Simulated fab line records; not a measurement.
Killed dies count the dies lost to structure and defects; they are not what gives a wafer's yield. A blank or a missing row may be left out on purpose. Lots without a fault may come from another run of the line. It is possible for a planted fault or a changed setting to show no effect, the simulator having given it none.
Which tool is to blame? || flow berkeley cmos170 || 13 lots with 39 wafers sampled at 6 steps, on a route of 331 steps

== WHAT EACH GAUGE READ, for each wafer ==
UCB170_PWELL_THK_MEAS_06. Usual: PWELL_NITRIDE_THK typically reads 220.5 nm, with standard deviation 2.4.
{"lot": "L262", "measured": "day 3 08:21", "on": "film metro-02", "PWELL_NITRIDE_THK (nm)": "216.0 216.1 217.2", "flag": ""}
{"lot": "L263", "measured": "day 3 21:14", "on": "film metro-03", "PWELL_NITRIDE_THK (nm)": "221.4 223.6 223.2", "flag": ""}
{"lot": "L264", "measured": "day 3 21:13", "on": "film metro-01", "PWELL_NITRIDE_THK (nm)": "223.0 222.2 223.5", "flag": ""}
{"lot": "L265", "measured": "day 3 21:14", "on": "film metro-02", "PWELL_NITRIDE_THK (nm)": "222.3 221.6 221.7", "flag": ""}
{"lot": "L266", "measured": "day 4 05:40", "on": "film metro-01", "PWELL_NITRIDE_THK (nm)": "221.0 219.2 221.0", "flag": ""}
{"lot": "L267", "measured": "day 4 05:40", "on": "film metro-03", "PWELL_NITRIDE_THK (nm)": "217.8 217.9 219.3", "flag": ""}
{"lot": "L271", "measured": "day 4 23:41", "on": "film metro-02", "PWELL_NITRIDE_THK (nm)": "139.6 141.4 140.0", "flag": "OFF"}
{"lot": "L273", "measured": "day 5 07:29", "on": "film metro-02", "PWELL_NITRIDE_THK (nm)": "222.6 220.9 221.6", "flag": ""}
{"lot": "L278", "measured": "day 6 13:50", "on": "film metro-01", "PWELL_NITRIDE_THK (nm)": "219.0 220.5 218.9", "flag": ""}
{"lot": "L279", "measured": "day 6 13:50", "on": "film metro-02", "PWELL_NITRIDE_THK (nm)": "222.4 223.1 222.4", "flag": ""}
{"lot": "L283", "measured": "day 7 22:01", "on": "film metro-03", "PWELL_NITRIDE_THK (nm)": "224.2 223.7 224.4", "flag": ""}
{"lot": "L284", "measured": "day 7 22:05", "on": "film metro-03", "PWELL_NITRIDE_THK (nm)": "220.6 220.5 221.9", "flag": ""}
{"lot": "L285", "measured": "day 7 22:01", "on": "film metro-01", "PWELL_NITRIDE_THK (nm)": "221.9 223.5 222.7", "flag": ""}

UCB170_ACTIVE_CD_MEAS_90: the cd target is 1200 nm. Usual: cd nm 1199.8 nm, standard deviation 1.3.
{"lot": "L262", "measured": "day 4 16:58", "on": "cd sem-02", "cd nm (nm)": "1199.1 1198.4 1199.4", "flag": ""}
{"lot": "L263", "measured": "day 5 05:22", "on": "cd sem-02", "cd nm (nm)": "1199.8 1199.4 1199.4", "flag": ""}
{"lot": "L264", "measured": "day 5 05:20", "on": "cd sem-01", "cd nm (nm)": "1199.1 1200.0 1199.7", "flag": ""}
{"lot": "L265", "measured": "day 5 05:29", "on": "cd sem-01", "cd nm (nm)": "1197.3 1199.2 1198.4", "flag": ""}
{"lot": "L266", "measured": "day 5 12:53", "on": "cd sem-02", "cd nm (nm)": "1199.7 1200.3 1201.2", "flag": ""}
{"lot": "L267", "measured": "day 5 12:39", "on": "cd sem-02", "cd nm (nm)": "1200.4 1200.3 1202.0", "flag": ""}
{"lot": "L271", "measured": "day 6 10:47", "on": "cd sem-02", "cd nm (nm)": "1198.3 1199.1 1200.7", "flag": ""}
{"lot": "L273", "measured": "day 6 18:55", "on": "cd sem-02", "cd nm (nm)": "1201.7 1202.7 1201.9", "flag": ""}
{"lot": "L278", "measured": "day 8 01:21", "on": "cd sem-02", "cd nm (nm)": "1200.4 1199.7 1200.7", "flag": ""}
{"lot": "L279", "measured": "day 8 01:37", "on": "cd sem-01", "cd nm (nm)": "1198.7 1198.5 1197.4", "flag": ""}
{"lot": "L283", "measured": "day 9 05:28", "on": "cd sem-02", "cd nm (nm)": "1202.5 1201.8 1200.6", "flag": ""}
{"lot": "L284", "measured": "day 9 05:24", "on": "cd sem-01", "cd nm (nm)": "1200.3 1201.2 1200.7", "flag": ""}
{"lot": "L285", "measured": "day 9 05:37", "on": "cd sem-01", "cd nm (nm)": "1198.9 1199.6 1199.2", "flag": ""}

UCB170_PFIELD_OVL_MEAS_06. Usual: PFIELD_OVL typically reads 2 nm, with standard deviation 7.2.
{"lot": "L262", "measured": "day 4 18:16", "on": "overlay-01", "PFIELD_OVL (nm)": "5 4 5", "flag": ""}
{"lot": "L263", "measured": "day 5 07:55", "on": "overlay-01", "PFIELD_OVL (nm)": "-3 -12 -1", "flag": ""}
{"lot": "L264", "measured": "day 5 08:38", "on": "overlay-02", "PFIELD_OVL (nm)": "-14 -8 -17", "flag": ""}
{"lot": "L265", "measured": "day 5 08:11", "on": "overlay-02", "PFIELD_OVL (nm)": "1 2 5", "flag": ""}
{"lot": "L266", "measured": "day 5 15:17", "on": "overlay-01", "PFIELD_OVL (nm)": "-7 -9 -4", "flag": ""}
{"lot": "L267", "measured": "day 5 15:32", "on": "overlay-02", "PFIELD_OVL (nm)": "1 -5 4", "flag": ""}
{"lot": "L271", "measured": "day 6 14:01", "on": "overlay-01", "PFIELD_OVL (nm)": "14 6 2", "flag": ""}
{"lot": "L273", "measured": "day 6 22:26", "on": "overlay-02", "PFIELD_OVL (nm)": "-9 -3 -1", "flag": ""}
{"lot": "L278", "measured": "day 8 05:26", "on": "overlay-02", "PFIELD_OVL (nm)": "2 4 3", "flag": ""}
{"lot": "L279", "measured": "day 8 05:59", "on": "overlay-01", "PFIELD_OVL (nm)": "14 5 8", "flag": ""}
{"lot": "L283", "measured": "day 9 07:29", "on": "overlay-01", "PFIELD_OVL (nm)": "7 1 7", "flag": ""}
{"lot": "L284", "measured": "day 9 06:55", "on": "overlay-02", "PFIELD_OVL (nm)": "-10 7 3", "flag": ""}
{"lot": "L285", "measured": "day 9 08:46", "on": "overlay-01", "PFIELD_OVL (nm)": "9 0 -5", "flag": ""}

== WHICH TOOL RAN EACH LOT (tool, then ch and the chambers of the sampled wafers, then the start) ==
{"lot": "L262", "UCB170_ZERO_ETCH_06": "rie diel-03 ch 0,1,3, day 1 17:20", "UCB170_PWELL_CVD_05": "lpcvd-02 ch 1, day 3 05:28", "UCB170_PWELL_ETCH_14": "rie diel-03 ch 1,2,3, day 3 10:16"}
{"lot": "L263", "UCB170_ZERO_ETCH_06": "rie diel-03 ch 0,1,3, day 2 06:23", "UCB170_PWELL_CVD_05": "lpcvd-01 ch 0, day 3 19:18", "UCB170_PWELL_ETCH_14": "rie diel-01 ch 0,2,3, day 3 22:47"}
{"lot": "L264", "UCB170_ZERO_ETCH_06": "rie diel-04 ch 1,3, day 2 10:51", "UCB170_PWELL_CVD_05": "lpcvd-01 ch 1, day 3 19:18", "UCB170_PWELL_ETCH_14": "rie diel-01 ch 0,2,3, day 3 22:55"}
{"lot": "L265", "UCB170_ZERO_ETCH_06": "rie diel-03 ch 2,3, day 2 11:08", "UCB170_PWELL_CVD_05": "lpcvd-01 ch 0, day 3 19:18", "UCB170_PWELL_ETCH_14": "rie diel-03 ch 1,2, day 3 22:48"}
{"lot": "L266", "UCB170_ZERO_ETCH_06": "rie diel-04 ch 0,3, day 2 19:49", "UCB170_PWELL_CVD_05": "lpcvd-01 ch 0, day 4 03:45", "UCB170_PWELL_ETCH_14": "rie diel-01 ch 0,3, day 4 07:47"}
{"lot": "L267", "UCB170_ZERO_ETCH_06": "rie diel-01 ch 1,2,3, day 3 00:49", "UCB170_PWELL_CVD_05": "lpcvd-01 ch 0, day 4 03:45", "UCB170_PWELL_ETCH_14": "rie diel-03 ch 1,2,3, day 4 07:31"}
{"lot": "L271", "UCB170_ZERO_ETCH_06": "rie diel-04 ch 1,2,3, day 3 16:00", "UCB170_PWELL_CVD_05": "lpcvd-01 ch 1, day 4 21:41", "UCB170_PWELL_ETCH_14": "rie diel-03 ch 2,3, day 5 02:07"}
{"lot": "L273", "UCB170_ZERO_ETCH_06": "rie diel-01 ch 1,3, day 4 03:01", "UCB170_PWELL_CVD_05": "lpcvd-02 ch 1, day 5 05:34", "UCB170_PWELL_ETCH_14": "rie diel-02 ch 1,2,3, day 5 08:45"}
{"lot": "L278", "UCB170_ZERO_ETCH_06": "rie diel-03 ch 1,2,3, day 5 05:14", "UCB170_PWELL_CVD_05": "lpcvd-02 ch 1, day 6 09:32", "UCB170_PWELL_ETCH_14": "rie diel-02 ch 0,1,3, day 6 15:09"}
{"lot": "L279", "UCB170_ZERO_ETCH_06": "rie diel-01 ch 0,1,3, day 5 07:38", "UCB170_PWELL_CVD_05": "lpcvd-02 ch 0, day 6 09:32", "UCB170_PWELL_ETCH_14": "rie diel-03 ch 0,2,3, day 6 15:47"}
{"lot": "L283", "UCB170_ZERO_ETCH_06": "rie diel-01 ch 0,1,3, day 6 08:24", "UCB170_PWELL_CVD_05": "lpcvd-02 ch 1, day 7 20:05", "UCB170_PWELL_ETCH_14": "rie diel-01 ch 1,3, day 7 23:32"}
{"lot": "L284", "UCB170_ZERO_ETCH_06": "rie diel-01 ch 1,3, day 6 14:41", "UCB170_PWELL_CVD_05": "lpcvd-02 ch 0, day 7 20:05", "UCB170_PWELL_ETCH_14": "rie diel-03 ch 0,1,3, day 8 00:13"}
{"lot": "L285", "UCB170_ZERO_ETCH_06": "rie diel-03 ch 2,3, day 6 17:00", "UCB170_PWELL_CVD_05": "lpcvd-02 ch 1, day 7 20:05", "UCB170_PWELL_ETCH_14": "rie diel-02 ch 0,1, day 7 23:40"}
- UCB170_ZERO_ETCH_06: etches SiO2 in CHF3/CF4/Ar, time 12 s.
- UCB170_PWELL_CVD_05: deposits Si3N4 from SiH2Cl2/NH3, target thk 220 nm, time 3300 s.
- UCB170_PWELL_ETCH_14: etches Si3N4 in CH3F/Ar/O2, stops on SiO2, target depth 242 nm, time 151 s.

== AS READ BY THE TOOLS THEMSELVES (means over the sampled wafers that have a number; for cases with no such wafer, the mark the record gives instead) ==
UCB170_ZERO_ETCH_06. Usual: drypump motor current A 5.9 A, standard deviation 0.33; oes product au 0.617 a.u., standard deviation 0.01; throttle valve pct 9.26 %, standard deviation 0.11.
{"lot": "L262", "tool": "rie diel-03", "drypump motor current A (A)": 6.0, "oes product au (a.u.)": 0.627, "throttle valve pct (%)": 9.23, "flag": ""}
{"lot": "L263", "tool": "rie diel-03", "drypump motor current A (A)": 6.0, "oes product au (a.u.)": 0.627, "throttle valve pct (%)": 9.24, "flag": ""}
{"lot": "L264", "tool": "rie diel-04", "drypump motor current A (A)": 5.3, "oes product au (a.u.)": 0.619, "throttle valve pct (%)": 9.27, "flag": ""}
{"lot": "L265", "tool": "rie diel-03", "drypump motor current A (A)": 5.7, "oes product au (a.u.)": 0.620, "throttle valve pct (%)": 9.15, "flag": ""}
{"lot": "L266", "tool": "rie diel-04", "drypump motor current A (A)": 5.5, "oes product au (a.u.)": 0.617, "throttle valve pct (%)": 9.29, "flag": ""}
{"lot": "L267", "tool": "rie diel-01", "drypump motor current A (A)": 6.0, "oes product au (a.u.)": 0.615, "throttle valve pct (%)": 9.26, "flag": ""}
{"lot": "L271", "tool": "rie diel-04", "drypump motor current A (A)": 5.4, "oes product au (a.u.)": 0.622, "throttle valve pct (%)": 9.28, "flag": ""}
{"lot": "L273", "tool": "rie diel-01", "drypump motor current A (A)": 6.0, "oes product au (a.u.)": 0.618, "throttle valve pct (%)": 9.18, "flag": ""}
{"lot": "L278", "tool": "rie diel-03", "drypump motor current A (A)": 5.9, "oes product au (a.u.)": 0.625, "throttle valve pct (%)": 9.21, "flag": ""}
{"lot": "L279", "tool": "rie diel-01", "drypump motor current A (A)": 6.0, "oes product au (a.u.)": 0.607, "throttle valve pct (%)": 9.27, "flag": ""}
{"lot": "L283", "tool": "rie diel-01", "drypump motor current A (A)": 6.0, "oes product au (a.u.)": 0.614, "throttle valve pct (%)": 9.27, "flag": ""}
{"lot": "L284", "tool": "rie diel-01", "drypump motor current A (A)": 6.0, "oes product au (a.u.)": 0.619, "throttle valve pct (%)": 9.22, "flag": ""}
{"lot": "L285", "tool": "rie diel-03", "drypump motor current A (A)": 5.7, "oes product au (a.u.)": 0.616, "throttle valve pct (%)": 9.14, "flag": ""}

UCB170_PWELL_ETCH_14. Usual: CH3F_flow_sccm 20.00 sccm, standard deviation 0.065; drypump motor current A 5.96 A, standard deviation 0.25; oes product au 0.939 a.u., standard deviation 0.015; throttle valve pct 8.07 %, standard deviation 0.1.
{"lot": "L262", "tool": "rie diel-03", "CH3F_flow_sccm (sccm)": 19.98, "drypump motor current A (A)": 5.87, "oes product au (a.u.)": 0.934, "throttle valve pct (%)": 8.04, "flag": ""}
{"lot": "L263", "tool": "rie diel-01", "CH3F_flow_sccm (sccm)": 20.02, "drypump motor current A (A)": 6.02, "oes product au (a.u.)": 0.933, "throttle valve pct (%)": 8.12, "flag": ""}
{"lot": "L264", "tool": "rie diel-01", "CH3F_flow_sccm (sccm)": 20.05, "drypump motor current A (A)": 6.02, "oes product au (a.u.)": 0.933, "throttle valve pct (%)": 8.12, "flag": ""}
{"lot": "L265", "tool": "rie diel-03", "CH3F_flow_sccm (sccm)": 20.00, "drypump motor current A (A)": 5.85, "oes product au (a.u.)": 0.946, "throttle valve pct (%)": 8.13, "flag": ""}
{"lot": "L266", "tool": "rie diel-01", "CH3F_flow_sccm (sccm)": 20.01, "drypump motor current A (A)": 5.95, "oes product au (a.u.)": 0.938, "throttle valve pct (%)": 8.04, "flag": ""}
{"lot": "L267", "tool": "rie diel-03", "CH3F_flow_sccm (sccm)": 19.99, "drypump motor current A (A)": 5.86, "oes product au (a.u.)": 0.938, "throttle valve pct (%)": 8.04, "flag": ""}
{"lot": "L271", "tool": "rie diel-03", "CH3F_flow_sccm (sccm)": 19.99, "drypump motor current A (A)": 5.88, "oes product au (a.u.)": 0.738, "throttle valve pct (%)": 7.93, "flag": "OFF"}
{"lot": "L273", "tool": "rie diel-02", "CH3F_flow_sccm (sccm)": 20.03, "drypump motor current A (A)": 5.79, "oes product au (a.u.)": 0.938, "throttle valve pct (%)": 8.06, "flag": ""}
{"lot": "L278", "tool": "rie diel-02", "CH3F_flow_sccm (sccm)": 19.96, "drypump motor current A (A)": 6.16, "oes product au (a.u.)": 0.932, "throttle valve pct (%)": 8.06, "flag": ""}
{"lot": "L279", "tool": "rie diel-03", "CH3F_flow_sccm (sccm)": 20.02, "drypump motor current A (A)": 5.88, "oes product au (a.u.)": 0.958, "throttle valve pct (%)": 8.00, "flag": ""}
{"lot": "L283", "tool": "rie diel-01", "CH3F_flow_sccm (sccm)": 19.92, "drypump motor current A (A)": 6.02, "oes product au (a.u.)": 0.953, "throttle valve pct (%)": 8.03, "flag": ""}
{"lot": "L284", "tool": "rie diel-03", "CH3F_flow_sccm (sccm)": 20.04, "drypump motor current A (A)": 6.00, "oes product au (a.u.)": 0.955, "throttle valve pct (%)": 8.07, "flag": ""}
{"lot": "L285", "tool": "rie diel-02", "CH3F_flow_sccm (sccm)": 19.99, "drypump motor current A (A)": 6.32, "oes product au (a.u.)": 0.941, "throttle valve pct (%)": 8.06, "flag": ""}

== THE ANSWER, worked out from the rows above alone ==
Rule: lot off if the mean of its wafers having a number is beyond 3 standard deviations from the usual mean. A lot without any number at a reading at which 4 lots or more have one is off too. Where the step has rows for the other lots, those lots are counted as sound. After the gauges, taken in route order, come the tools' own readings; for these a lot's mean is taken, as printed above. The first step at which some lot is off is used, and at that step the reading that is off furthest; a lot without a number counts as furthest.
Off: at UCB170_PWELL_THK_MEAS_06 (PWELL_NITRIDE_THK), L271.
If a tool, at a process step before that reading, ran all the lots that are off and no sound lot after the first of them, it fits. Not tried: the gauges at UCB170_PWELL_THK_MEAS_06; whatever is off there is also off at UCB170_PWELL_ETCH_14, on other tools, and gauge error can't account for it. Can't be told from this: 2 tools fit, rie diel-04 at UCB170_ZERO_ETCH_06, lpcvd-01 at UCB170_PWELL_CVD_05.

== WHAT WAS PUT IN BY THE SIMULATOR ==
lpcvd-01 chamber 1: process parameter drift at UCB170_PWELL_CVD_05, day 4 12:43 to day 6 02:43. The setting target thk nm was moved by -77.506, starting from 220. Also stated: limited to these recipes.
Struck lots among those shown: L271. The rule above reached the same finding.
